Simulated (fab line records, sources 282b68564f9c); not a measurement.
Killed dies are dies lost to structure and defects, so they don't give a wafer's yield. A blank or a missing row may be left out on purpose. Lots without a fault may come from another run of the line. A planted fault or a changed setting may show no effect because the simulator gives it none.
Which tool did it? | flow rit_cmos | 15 lots, 45 wafers sampled, at 5 steps of a route of 202

WHAT THE GAUGES READ, wafer by wafer
RIT_FOX2_THK_MEAS_90.
lot  | measured    | on            | FIELD_OXIDE_LEFT_1_THK (nm)
L671 | day 1 23:13 | film_metro-03 | 329 327 327
L672 | day 2 07:37 | film_metro-03 | 327 317 319
L673 | day 2 09:19 | film_metro-03 | 313 323 317
L674 | day 2 14:29 | film_metro-03 | 322 321 322
L675 | day 2 20:52 | film_metro-03 | 308 312 312
L678 | day 3 07:57 | film_metro-03 | 316 314 310
L679 | day 3 13:14 | film_metro-04 | 332 332 327
L681 | day 3 23:59 | film_metro-03 | 316 314 314
L683 | day 4 13:08 | film_metro-01 | 317 320 317
L685 | day 4 23:07 | film_metro-03 | 327 328 328
L686 | day 5 04:24 | film_metro-04 | 320 316 323
L689 | day 5 21:42 | film_metro-04 | 317 315 313
L690 | day 6 01:41 | film_metro-04 | 330 327 331
L693 | day 6 15:26 | film_metro-01 | 317 323 313
L694 | day 6 19:16 | film_metro-04 | 330 333 332

RIT_NRETRO_OVL_MEAS_06.
lot  | measured    | on         | NRETRO_OVL (nm)
L671 | day 2 09:56 | overlay-02 | 2.9 2.5 3.3
L672 | day 2 19:48 | overlay-02 | 3.3 2.8 2.4
L673 | day 2 20:04 | overlay-01 | 0.8 0.8 1.5
L674 | day 3 01:57 | overlay-01 | 1.2 1.6 2.1
L675 | day 3 06:52 | overlay-02 | 1.9 2.2 1.1
L678 | day 3 17:49 | overlay-02 | 2.7 1.8 3.8
L679 | day 3 23:01 | overlay-02 | 1.8 2.7 2.0
L681 | day 4 12:08 | overlay-02 | 0.4 1.5 0.9
L683 | day 5 02:10 | overlay-02 | 1.1 1.0 0.2
L685 | day 5 09:02 | overlay-01 | -0.4 0.9 1.0
L686 | day 5 16:20 | overlay-01 | 1.2 3.4 1.6
L689 | day 6 09:21 | overlay-01 | 3.2 3.3 2.0
L690 | day 6 12:30 | overlay-01 | 0.3 2.9 3.2
L693 | day 7 02:30 | overlay-02 | 0.7 0.8 2.0
L694 | day 7 06:07 | overlay-02 | 1.5 1.0 3.6

RIT_GATE_CD_MEAS_16: target cd 150 nm.
lot  | measured    | on        | cd_nm (nm)
L671 | day 2 22:38 | cd_sem-01 | 151 153 152
L672 | day 3 03:14 | cd_sem-02 | 151 150 151
L673 | day 3 03:31 | cd_sem-01 | 150 151 150
L674 | day 3 12:15 | cd_sem-01 | 152 152 149
L675 | day 3 15:40 | cd_sem-02 | 152 153 150
L678 | day 4 00:49 | cd_sem-02 | 63 63 63
L679 | day 4 08:30 | cd_sem-02 | 66 72 68
L681 | day 5 02:28 | cd_sem-02 | 83 84 83
L683 | day 5 14:43 | cd_sem-01 | 152 151 153
L685 | day 5 23:12 | cd_sem-01 | 151 152 149
L686 | day 6 02:57 | cd_sem-01 | 152 150 150
L689 | day 6 17:55 | cd_sem-02 | 146 145 145
L690 | day 6 21:21 | cd_sem-01 | 153 152 151
L693 | day 7 10:22 | cd_sem-01 | 150 151 153
L694 | day 7 13:50 | cd_sem-01 | 151 147 144

RIT_NLDD_TW_MEAS_10.
lot  | measured    | on            | NLDD_TW
L671 | day 3 04:25 | film_metro-03 | 2519 2512 2521
L672 | day 3 08:55 | film_metro-03 | 2504 2510 2517
L673 | day 3 09:08 | film_metro-02 | 2494 2499 2513
L674 | day 3 17:45 | film_metro-04 | 2465 2469 2471
L675 | day 3 20:50 | film_metro-02 | 2496 2489 2506
L683 | day 5 22:58 | film_metro-04 | 2493 2493 2484
L685 | day 6 05:08 | film_metro-02 | 2494 2482 2487
L686 | day 6 08:14 | film_metro-03 | 2508 2511 2510
L689 | day 6 23:10 | film_metro-03 | 2498 2501 2503
L690 | day 7 03:44 | film_metro-04 | 2458 2473 2474
L693 | day 7 16:37 | film_metro-02 | 2512 2520 2502
L694 | day 7 19:13 | film_metro-04 | 2492 2473 2477

WHICH TOOL RAN EACH LOT (tool, then ch and the chambers of the sampled wafers, then the start)
lot  | RIT_GATE_COAT_11
L671 | litho_track-04 ch 0, day 2 21:40
L672 | litho_track-01 ch 0, day 3 02:32
L673 | litho_track-03 ch 0, day 3 02:32
L674 | litho_track-03 ch 0, day 3 11:26
L675 | litho_track-03 ch 0, day 3 14:56
L678 | litho_track-04 ch 0, day 4 00:08
L679 | litho_track-04 ch 0, day 4 07:40
L681 | litho_track-04 ch 0, day 5 01:36
L683 | litho_track-01 ch 0, day 5 14:01
L685 | litho_track-01 ch 0, day 5 22:11
L686 | litho_track-03 ch 0, day 6 02:07
L689 | litho_track-03 ch 0, day 6 17:04
L690 | litho_track-03 ch 0, day 6 20:22
L693 | litho_track-04 ch 0, day 7 09:32
L694 | litho_track-03 ch 0, day 7 12:55
- RIT_GATE_COAT_11: resist thk 850 nm.

WHAT THE TOOLS THEMSELVES READ (means of the sampled wafers that have a number; where no wafer has one, the mark that the record gives instead)
RIT_GATE_COAT_11.
lot  | tool           | spin_speed_rpm (rpm)
L671 | litho_track-04 | 4204.9
L672 | litho_track-01 | 4204.7
L673 | litho_track-03 | 4206.7
L674 | litho_track-03 | 4204.8
L675 | litho_track-03 | 4208.6
L678 | litho_track-04 | 4203.5
L679 | litho_track-04 | 4208.0
L681 | litho_track-04 | 4206.4
L683 | litho_track-01 | 4207.5
L685 | litho_track-01 | 4205.3
L686 | litho_track-03 | 4206.5
L689 | litho_track-03 | 4209.4
L690 | litho_track-03 | 4204.5
L693 | litho_track-04 | 4207.5
L694 | litho_track-03 | 4205.5

THE ANSWER, worked out from the rows above alone
Rule: what is usual is taken from the lots themselves. Put in order of their means at a reading, lots are off if they are a third of the lots or fewer, leave a main group of 4 or more, and stand apart from it by a gap of 3 or more times the standard deviation of the main group's means; of several such gaps the widest counts. A main group whose means are all the same, to the digits that the tables above print for the reading, isn't used. A lot without any number at a reading at which 4 lots or more have one is off too. The other lots that the step has rows for count as sound. The gauges are gone through in route order, then the tools' own readings, and for those a lot's mean is taken as printed above. The first step at which some lot is off is used, and at that step the reading that is off furthest; a lot without a number counts as furthest.
Off: L678, L679, L681, at RIT_GATE_CD_MEAS_16 (cd_nm). The main group: mean 150 nm, standard deviation 2.
A tool fits if, at a process step before that reading, it ran every lot that is off, and no sound lot after the first of them. The gauges at RIT_GATE_CD_MEAS_16 are tried like those tools. None of those tried fits.

WHAT THE SIMULATOR HAD PUT IN
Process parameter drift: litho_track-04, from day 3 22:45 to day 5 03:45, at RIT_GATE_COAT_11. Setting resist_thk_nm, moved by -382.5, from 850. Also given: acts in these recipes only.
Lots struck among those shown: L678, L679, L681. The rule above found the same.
